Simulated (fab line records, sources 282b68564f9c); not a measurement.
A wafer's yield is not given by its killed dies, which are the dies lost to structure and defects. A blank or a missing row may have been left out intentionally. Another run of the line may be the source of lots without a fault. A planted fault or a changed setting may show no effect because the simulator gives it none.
fab line records ; flow rit_cmos
[record] lots = 14; wafers = 42; last_day = 8
route steps=202 shown NSD@139
lots with no fault: from the same line, run without faults
start_h: hours from the record's first day to the start of the lot's first wafer shown ; wait_h: time in hours since the lot's previous step ; " the same as in the row above ; L1.1+2: several wafers, shown together as one row ; - value missing, or start not given ; * or withheld: withheld ; < > ~ a bound
route shown NAME@n: a module of which the file shows steps, and the number in the route of the first ; usual: mean/standard deviation of fault-free wafers ; same: alike in all rows ; chamber/n: place in a boat ; sites: each site's reading ; _std_site: standard deviation across them ; _edge_site: the outer-site mean with the inner-site mean subtracted ; radius_mm: for every site, how far away it sits from the centre of the wafer ; mask NAME#n: copy n ; behind: tool/chamber where the wafer was last shaped ; hold: the reason the lot was held/the length of the hold in hours/how it ended ; device: the transistor (n, p or np) that didn't switch ; end of line: the route-end tests of the same wafers ; a step without rows: its recipe alone ; killed: the dies lost at the first sort to structure and to defects; this is not the yield of the wafer ; map: dies across one wafer; x = killed, . = not, _ = none there
set.NAME: the setting that was run; set.NAME@STEP: the one run at that earlier step ; model.NAME: the simulator's own value behind a step, which no gauge read
one table for each step of the route and one row for each wafer, over a sample of lots
services: the hour from which a tool's chamber was out of use, counted from the record's first day as start_h (under 0 if before that day), plus the number of hours and why
[[steps]]
[step RIT_NSD_IMPLANT_08]
[recipe] species = P; energy_kev = 25; dose_cm2 = 1e+15; tilt_deg = 7
[usual] dose_ions_cm2 = 1e+15/1.1e+12; end_station_pressure_torr = 7.5e-06/4.4e-07; faraday_current_uA = 3130/58
lot.wafer;tool;chamber;start_h;wait_h;dose_ions_cm2;end_station_pressure_torr;faraday_current_uA
L238.2;implanter-03;0;60.12;0.1;1e+15;7.2e-06;3178
L238.4;implanter-03;0;60.12;0.1;9.989e+14;8.3e-06;3026
L238.6;implanter-03;0;60.12;0.1;1.0002e+15;7.5e-06;3138
L239.1;implanter-03;0;62.23;0.1;9.987e+14;7e-06;3133
L239.4;implanter-03;0;62.23;0.1;9.991e+14;6.9e-06;3025
L239.5;implanter-03;0;62.23;0.1;1.0001e+15;7.4e-06;3053
L240.2;implanter-03;0;66.72;0.1;9.994e+14;7.9e-06;3213
L240.5;implanter-03;0;66.72;0.1;1.0012e+15;7.9e-06;3119
L240.6;implanter-03;0;66.72;0.1;9.997e+14;8e-06;3027
L243.2;implanter-03;0;80.34;0.1;9.987e+14;7.9e-06;3132
L243.4;implanter-03;0;80.34;0.1;9.989e+14;7.6e-06;3097
L243.5;implanter-03;0;80.34;0.1;9.999e+14;7.2e-06;3071
L241.1;implanter-04;0;80.63;0.1;1.0006e+15;7.1e-06;3167
L241.2;implanter-04;0;80.63;0.1;1.0011e+15;7.6e-06;3147
L241.6;implanter-04;0;80.63;0.1;9.991e+14;6.8e-06;3123
L244.3;implanter-04;0;85.30;0.1;9.989e+14;7.5e-06;3202
L244.4;implanter-04;0;85.30;0.1;9.99e+14;8.3e-06;3105
L244.5;implanter-04;0;85.30;0.1;1.0006e+15;7.7e-06;3119
L245.2;implanter-01;0;90.21;0.1;1.0004e+15;7.9e-06;3127
L245.3;implanter-01;0;90.21;0.1;1.0018e+15;7.5e-06;3175
L245.4;implanter-01;0;90.21;0.1;9.996e+14;8.3e-06;3029
L247.1;implanter-01;0;98.96;0.1;1.0004e+15;7.5e-06;2953
L247.2;implanter-01;0;98.96;0.1;1.0001e+15;7.2e-06;3012
L247.6;implanter-01;0;98.96;0.1;9.997e+14;7e-06;3258
L249.3;implanter-01;0;109.56;0.1;9.983e+14;7.2e-06;3131
L249.4;implanter-01;0;109.56;0.1;9.992e+14;7.7e-06;3185
L249.5;implanter-01;0;109.56;0.1;9.997e+14;7.3e-06;3183
L251.1;implanter-01;0;119.28;0.1;1.0014e+15;7.4e-06;3301
L251.2;implanter-01;0;119.28;0.1;1.0028e+15;7.3e-06;3085
L251.6;implanter-01;0;119.28;0.1;1.0022e+15;7e-06;3049
L253.2;implanter-04;0;130.53;0.1;9.987e+14;8e-06;3182
L253.3;implanter-04;0;130.53;0.1;9.987e+14;7.5e-06;3122
L253.5;implanter-04;0;130.53;0.1;9.989e+14;7.3e-06;3087
L255.1;implanter-01;0;146.74;0.1;1.0953e+15;8.3e-06;3510
L255.4;implanter-01;0;146.74;0.1;1.0974e+15;7.8e-06;3404
L255.6;implanter-01;0;146.74;0.1;1.0964e+15;7.8e-06;3468
L256.1;implanter-01;0;153.67;0.1;1.0959e+15;7.5e-06;3473
L256.5;implanter-01;0;153.67;0.1;1.0967e+15;8.5e-06;3359
L256.6;implanter-01;0;153.67;0.1;1.0981e+15;8.2e-06;3445
L259.4;implanter-03;0;173.46;0.1;1.0017e+15;8.2e-06;3119
L259.5;implanter-03;0;173.46;0.1;1.0017e+15;7.9e-06;3191
L259.6;implanter-03;0;173.46;0.1;1.0023e+15;7.6e-06;3111
[step RIT_NSD_TW_MEAS_10]
[usual] NSD_TW = 3110/25
lot.wafer;tool;chamber;start_h;wait_h;NSD_TW
L238.2;film_metro-01;-;60.43;0.1;3092
L238.4;film_metro-01;-;60.43;0.1;3107
L238.6;film_metro-01;-;60.43;0.1;3108
L239.1;film_metro-04;-;62.55;0.1;3103
L239.4;film_metro-04;-;62.55;0.1;3085
L239.5;film_metro-04;-;62.55;0.1;3083
L240.2;film_metro-03;-;67.03;0.1;3163
L240.5;film_metro-03;-;67.03;0.1;3163
L240.6;film_metro-03;-;67.03;0.1;3169
L243.2;film_metro-03;-;80.65;0.1;3158
L243.4;film_metro-03;-;80.65;0.1;3160
L243.5;film_metro-03;-;80.65;0.1;3136
L241.1;film_metro-01;-;80.95;0.1;3103
L241.2;film_metro-01;-;80.95;0.1;3084
L241.6;film_metro-01;-;80.95;0.1;3118
L244.3;film_metro-03;-;85.59;0.1;3130
L244.4;film_metro-03;-;85.59;0.1;3145
L244.5;film_metro-03;-;85.59;0.1;3158
L245.2;film_metro-01;-;90.52;0.1;3107
L245.3;film_metro-01;-;90.52;0.1;3102
L245.4;film_metro-01;-;90.52;0.1;3098
L247.1;film_metro-03;-;99.28;0.1;3129
L247.2;film_metro-03;-;99.28;0.1;3145
L247.6;film_metro-03;-;99.28;0.1;3154
L249.3;film_metro-01;-;109.86;0.1;3099
L249.4;film_metro-01;-;109.86;0.1;3109
L249.5;film_metro-01;-;109.86;0.1;3114
L251.1;film_metro-04;-;119.60;0.1;3072
L251.2;film_metro-04;-;119.60;0.1;3101
L251.6;film_metro-04;-;119.60;0.1;3072
L253.2;film_metro-04;-;130.84;0.1;3102
L253.3;film_metro-04;-;130.84;0.1;3096
L253.5;film_metro-04;-;130.84;0.1;3100
L255.1;film_metro-04;-;147.06;0.1;3161
L255.4;film_metro-04;-;147.06;0.1;3137
L255.6;film_metro-04;-;147.06;0.1;3159
L256.1;film_metro-03;-;154.00;0.1;3212
L256.5;film_metro-03;-;154.00;0.1;3219
L256.6;film_metro-03;-;154.00;0.1;3219
L259.4;film_metro-01;-;173.74;0.1;3106
L259.5;film_metro-01;-;173.74;0.1;3101
L259.6;film_metro-01;-;173.74;0.1;3098
[step RIT_SDANNEAL_RS_MEAS_05]
[recipe] thk_meas_gauge = four-point-probe
[usual] NSD_RS = 84.60/0.26
lot.wafer;tool;chamber;start_h;wait_h;NSD_RS[ohm/sq]
L238.2;film_metro-01;-;62.77;0.1;84.73
L238.4;film_metro-01;-;62.77;0.1;84.89
L238.6;film_metro-01;-;62.77;0.1;84.71
L239.1;film_metro-01;-;64.88;0.1;84.51
L239.4;film_metro-01;-;64.88;0.1;84.39
L239.5;film_metro-01;-;64.88;0.1;84.53
L240.2;film_metro-03;-;69.19;0.1;84.76
L240.5;film_metro-03;-;69.19;0.1;84.79
L240.6;film_metro-03;-;69.19;0.1;84.64
L243.2;film_metro-04;-;82.89;0.1;84.53
L243.4;film_metro-04;-;82.89;0.1;84.26
L243.5;film_metro-04;-;82.89;0.1;84.62
L241.1;film_metro-03;-;83.00;0.1;84.36
L241.2;film_metro-03;-;83.00;0.1;84.51
L241.6;film_metro-03;-;83.00;0.1;84.57
L244.3;film_metro-01;-;87.64;0.1;84.67
L244.4;film_metro-01;-;87.64;0.1;84.66
L244.5;film_metro-01;-;87.64;0.1;84.64
L245.2;film_metro-03;-;92.70;0.1;85.14
L245.3;film_metro-03;-;92.70;0.1;84.57
L245.4;film_metro-03;-;92.70;0.1;84.86
L247.1;film_metro-01;-;101.45;0.1;84.03
L247.2;film_metro-01;-;101.45;0.1;84.50
L247.6;film_metro-01;-;101.45;0.1;83.98
L249.3;film_metro-04;-;112.08;0.1;84.49
L249.4;film_metro-04;-;112.08;0.1;84.52
L249.5;film_metro-04;-;112.08;0.1;84.36
L251.1;film_metro-04;-;121.75;0.1;84.47
L251.2;film_metro-04;-;121.75;0.1;84.35
L251.6;film_metro-04;-;121.75;0.1;84.50
L253.2;film_metro-01;-;132.88;0.1;84.51
L253.3;film_metro-01;-;132.88;0.1;84.40
L253.5;film_metro-01;-;132.88;0.1;84.37
L255.1;film_metro-04;-;149.09;0.1;78.86
L255.4;film_metro-04;-;149.09;0.1;78.99
L255.6;film_metro-04;-;149.09;0.1;78.82
L256.1;film_metro-01;-;156.22;0.1;78.79
L256.5;film_metro-01;-;156.22;0.1;78.80
L256.6;film_metro-01;-;156.22;0.1;78.96
L259.4;film_metro-04;-;175.80;0.1;84.28
L259.5;film_metro-04;-;175.80;0.1;84.54
L259.6;film_metro-04;-;175.80;0.1;84.51
[[services]]
tool;chamber;start_h;hours;kind
implanter-01;-;37.41;1.2;repair
implanter-01;-;42.59;0.5;repair
implanter-01;-;53.73;1.6;repair
implanter-01;-;82.24;0.7;repair
implanter-03;-;129.22;0.7;repair
implanter-04;-;136.36;3.6;repair
[[key]]
[first_sign] step = RIT_NSD_IMPLANT_08; reading = dose_ions_cm2; direction = up; sigmas = 90; usual = 1e+15; struck = 1.0966e+15
[effect] step = RIT_NSD_IMPLANT_08; reading = faraday_current_uA; direction = up; sigmas = 5.4; usual = 3130; struck = 3443
[effect] step = RIT_NSD_TW_MEAS_10; reading = NSD_TW; direction = up; sigmas = 2.9; usual = 3110; struck = 3185
[effect] step = RIT_SDANNEAL_RS_MEAS_05; reading = NSD_RS; direction = down; sigmas = 22; usual = 84.60; struck = 78.87
met_at RIT_NSD_IMPLANT_08
struck_lots L255,L256
tester_left_out L255,L256
onset_between 119.28 146.74
[fault] kind = process_parameter_drift; tool = implanter-01; chamber = -; onset_h = 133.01; steps = RIT_NSD_IMPLANT_08; channel = dose_cm2; offset = 9.665e+13; shape = step; end_h = 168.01; acts_in = these_recipes_only; stated = 1e+15
// tester_left_out: of these lots the tester's yield and bins aren't shown, on N5 and GAA mostly nor the transistor test; their killed dies are dies lost to structure and defects alone, not to doping, threshold or leakage, so they don't give the yield
